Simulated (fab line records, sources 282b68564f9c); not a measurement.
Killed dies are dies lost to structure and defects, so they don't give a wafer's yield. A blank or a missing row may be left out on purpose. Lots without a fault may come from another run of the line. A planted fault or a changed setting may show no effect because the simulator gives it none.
One fault seen from 2 desks | flow rit_cmos | each desk has only its own numbers; what lay behind them comes last

THE METROLOGY DESK
What the gauges read, lot by lot, whatever tool the lot ran on: means of the sampled wafers that have a number. A lot is out of limits, marked OUT, if its mean lies more than 4 standard deviations from the usual mean; the brackets give that distance.
Columns: A = PSD_TW at RIT_PSD_TW_MEAS_10, usual 3432; B = PSD_RS at RIT_SDANNEAL_RS_MEAS_04, usual 115.9 ohm/sq; C = CONTACT_TEOS_THK at RIT_CONTACT_THK_MEAS_01, usual 395 nm
lot  | first seen here | A               | B               | C
L507 | day 3 04:38     | 3442            | 115.8           | 400
L509 | day 3 16:47     | 3435            | 115.8           | 392
L511 | day 4 02:19     | 3423            | 115.9           | 394
L512 | day 4 03:32     | 3417            | 115.9           | 392
L513 | day 4 07:01     | 3419            | 115.8           | 397
L518 | day 5 09:32     | 3579 (+9.2) OUT | 108.1 (-24) OUT | 396
L519 | day 5 14:49     | 3596 (+10) OUT  | 108.1 (-24) OUT | 397
L520 | day 5 19:17     | 3426            | 115.8           | 390
L522 | day 6 04:21     | 3457            | 115.8           | 394
L525 | day 6 19:20     | 3441            | 116.0           | 398
L526 | day 6 23:59     | 3433            | 116.0           | 390
L528 | day 7 21:51     | 3450            | 116.4           | 391
L529 | day 8 03:32     | 3443            | 115.9           | 391
L530 | day 8 04:58     | 3439            | 115.6           | 398
This desk's finding: out of limits on L518, L519; first on L518, day 5 09:32 (PSD_TW at RIT_PSD_TW_MEAS_10). In limits: L507, L509, L511, L512, L513, L520, L522, L525, L526, L528, L529, L530.

THE TOOL OWNER'S DESK: implanter-04
The tool's own readings at RIT_PSD_IMPLANT_08: means of the sampled wafers that have a number, for each lot that ran on this tool. A lot is out of limits, marked OUT, if its mean lies more than 4 standard deviations from the usual mean; the brackets give that distance.
Columns: A = beam_on_s at RIT_PSD_IMPLANT_08, usual 12.2 s; B = dose_ions_cm2 at RIT_PSD_IMPLANT_08, usual 4.999e+15
lot  | first seen here | A               | B
L507 | day 3 04:20     | 10.7            | 4.992e+15
L511 | day 4 02:00     | 10.5            | 4.998e+15
L512 | day 4 03:14     | 10.6            | 5.003e+15
L513 | day 4 06:42     | 10.6            | 5.005e+15
L518 | day 5 09:12     | 19.9 (+4.5) OUT | 9.493e+15 (+99 or more) OUT
L519 | day 5 14:29     | 20.2 (+4.7) OUT | 9.495e+15 (+99 or more) OUT
This desk's finding: out of limits on L518, L519; first on L518, day 5 09:12 (beam_on_s at RIT_PSD_IMPLANT_08). In limits: L507, L511, L512, L513.

PUT TOGETHER
The tool owner's desk could have raised an alarm at day 5 09:12, on L518, L519.
The metrology desk could have raised an alarm at day 5 09:32, on L518, L519.
Of the lots named, all ran RIT_PSD_IMPLANT_08 on implanter-04.

WHAT THE SIMULATOR HAD PUT IN
Process parameter drift: implanter-04, from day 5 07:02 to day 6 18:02, at RIT_PSD_IMPLANT_08. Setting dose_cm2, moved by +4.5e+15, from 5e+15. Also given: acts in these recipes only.
Lots struck among those shown: L518, L519.
Hours from the fault's start to each desk's first reading out of limits: the tool owner's desk, 2; the metrology desk, 2.
